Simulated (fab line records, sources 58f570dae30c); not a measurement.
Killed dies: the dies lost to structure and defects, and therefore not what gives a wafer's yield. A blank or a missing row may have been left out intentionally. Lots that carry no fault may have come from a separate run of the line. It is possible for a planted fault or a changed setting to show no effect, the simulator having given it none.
Commonality check across tools	flow berkeley cmos170	16 lots and 48 wafers in the sample

WHY THIS WAS OPENED
UCB170_NWELL_THK_MEAS_05, reading NWELL_NITRIDE_THK: flagged on 4 of 16 lots. No-fault wafers: 222.9 nm, standard deviation 2.3.
Rule: a lot is flagged in two cases, either no wafer of it has a number, or all its wafers with numbers fall more than 4 standard deviations from that mean. As for the other lots, they are considered sound.

lot	measured	on	NWELL_NITRIDE_THK (nm), wafer by wafer	flag
L540	day 2 07:40	film metro-03	220.3 219.5 221.2	
L542	day 2 15:15	film metro-03	224.2 225.0 224.9	
L541	day 2 15:16	film metro-02	224.9 225.6 225.6	
L545	day 3 05:21	film metro-02	223.7 223.8 223.7	
L548	day 4 02:52	film metro-04	197.2 195.9 197.1	FLAGGED
L550	day 4 08:21	film metro-02	196.0 194.7 196.0	FLAGGED
L549	day 4 08:22	film metro-03	198.6 197.5 197.6	FLAGGED
L552	day 4 17:40	film metro-04	197.3 196.0 199.5	FLAGGED
L553	day 5 02:26	film metro-02	223.8 224.0 224.0	
L554	day 5 06:23	film metro-04	221.2 221.2 220.9	
L555	day 5 10:53	film metro-04	220.8 220.9 220.7	
L556	day 5 10:53	film metro-03	223.7 222.6 222.7	
L558	day 5 21:38	film metro-02	225.9 225.9 224.9	
L559	day 6 02:21	film metro-02	223.5 224.5 224.2	
L560	day 6 10:29	film metro-04	224.5 223.7 225.9	
L561	day 6 15:33	film metro-02	225.1 225.6 223.2	
The mean of the flagged lots' numbers is 196.9 nm, -26.0 nm from the usual (-11 standard deviations).

EACH LOT AND THE TOOL IT RAN ON
The record holds 1 process step before the reading, out of a route of 331 steps. In each cell: the tool, then ch and the chambers that the sampled wafers went through, then the start.
lot	flag	UCB170_NWELL_CVD_04
L540		lpcvd-02 ch 1, day 2 05:42
L542		lpcvd-01 ch 1, day 2 13:19
L541		lpcvd-01 ch 1, day 2 13:19
L545		lpcvd-01 ch 0, day 3 03:25
L548	FLAGGED	lpcvd-02 ch 0, day 4 00:55
L550	FLAGGED	lpcvd-02 ch 0, day 4 06:25
L549	FLAGGED	lpcvd-02 ch 0, day 4 06:25
L552	FLAGGED	lpcvd-02 ch 0, day 4 15:43
L553		lpcvd-02 ch 1, day 5 00:30
L554		lpcvd-01 ch 1, day 5 04:27
L555		lpcvd-02 ch 1, day 5 08:57
L556		lpcvd-02 ch 1, day 5 08:57
L558		lpcvd-01 ch 0, day 5 18:44
L559		lpcvd-01 ch 0, day 5 23:27
L560		lpcvd-01 ch 1, day 6 07:34
L561		lpcvd-01 ch 1, day 6 13:37
What the steps here do:
- UCB170_NWELL_CVD_04: deposits Si3N4 from SiH2Cl2/NH3, target thk 224 nm, time 3360 s.
- UCB170_NWELL_THK_MEAS_05

FLAGGED AGAINST TOTAL, ONE TOOL AT A TIME (gauges that did the reading follow at the end)
step	tool	lots run	flagged	share of the flagged lots	sound lots run after its first flagged lot
UCB170_NWELL_CVD_04	lpcvd-01	8	0	none	-
UCB170_NWELL_CVD_04	lpcvd-02	8	4	all	3 (L553,L555,L556)
UCB170_NWELL_THK_MEAS_05	film metro-02	7	1	some	4 (L553,L558,L559,L561)
UCB170_NWELL_THK_MEAS_05	film metro-03	4	1	some	1 (L556)
UCB170_NWELL_THK_MEAS_05	film metro-04	5	2	some	3 (L554,L555,L560)

WHAT THE TABLE ALLOWS
In the table, 1 row covers all flagged lots: lpcvd-02 at UCB170_NWELL_CVD_04.
- lpcvd-02 at UCB170_NWELL_CVD_04 ran 8 lots, 4 of them flagged. Sound lots followed the first flagged one (L553, L555, L556) on it, something a lasting fault affecting the whole tool could not allow.
No row of the table ran every flagged lot and no sound lot after the first.

WHAT WAS PUT IN BY THE SIMULATOR
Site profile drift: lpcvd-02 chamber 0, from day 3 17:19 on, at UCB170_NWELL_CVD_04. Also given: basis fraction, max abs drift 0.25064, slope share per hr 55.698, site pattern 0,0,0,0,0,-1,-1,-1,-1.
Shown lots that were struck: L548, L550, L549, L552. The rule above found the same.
